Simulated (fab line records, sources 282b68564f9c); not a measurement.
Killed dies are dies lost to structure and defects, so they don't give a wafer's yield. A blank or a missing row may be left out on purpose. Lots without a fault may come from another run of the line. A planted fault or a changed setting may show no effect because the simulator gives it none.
Chamber matching | flow rit_cmos | RIT_FOX2_WET_ETCH_03 on wet_bench-04: 3 sister chambers
The step etches Si3N4 in H3PO4, target depth 195 nm, time 2700 s. 3 wafers are shown with their chamber, then 5 later ones without.

WAFERS WITH THEIR CHAMBER
wafer  | chamber | bath_heat_duty_pct (%)
L186.5 | 0       | 29
L204.4 | 3       | 39
L205.1 | 1       | 28

WAFERS WITHOUT THEIR CHAMBER
wafer  | bath_heat_duty_pct (%)
L205.4 | 27
L205.6 | 28
L206.1 | 38
L206.2 | 39
L206.5 | 38

WHICH CHAMBER EACH WENT THROUGH
wafer  | from the rows above     | in truth
L205.4 | can't be placed: 1 or 0 | 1
L205.6 | can't be placed: 1 or 0 | 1
L206.1 | 3                       | 3
L206.2 | 3                       | 3
L206.5 | 3                       | 3
Placed correctly: 3 of 5. Can't be placed from these rows: 2 (the true chamber is among the candidates in 2). Placed wrongly: 0.
How it was worked out, from the rows above alone: a wafer's distance from a chamber is the root of the sum, over the readings, of the square of ((its reading less the chamber's mean) divided by the reading's scatter). The wafer belongs to the nearest chamber; if the next one is less than 2 further off, it can't be placed. A chamber's mean is the mean of its shown wafers. The scatter: with one shown wafer a chamber, the root of the mean of the squares of how far each hidden wafer lies from its nearest shown one.
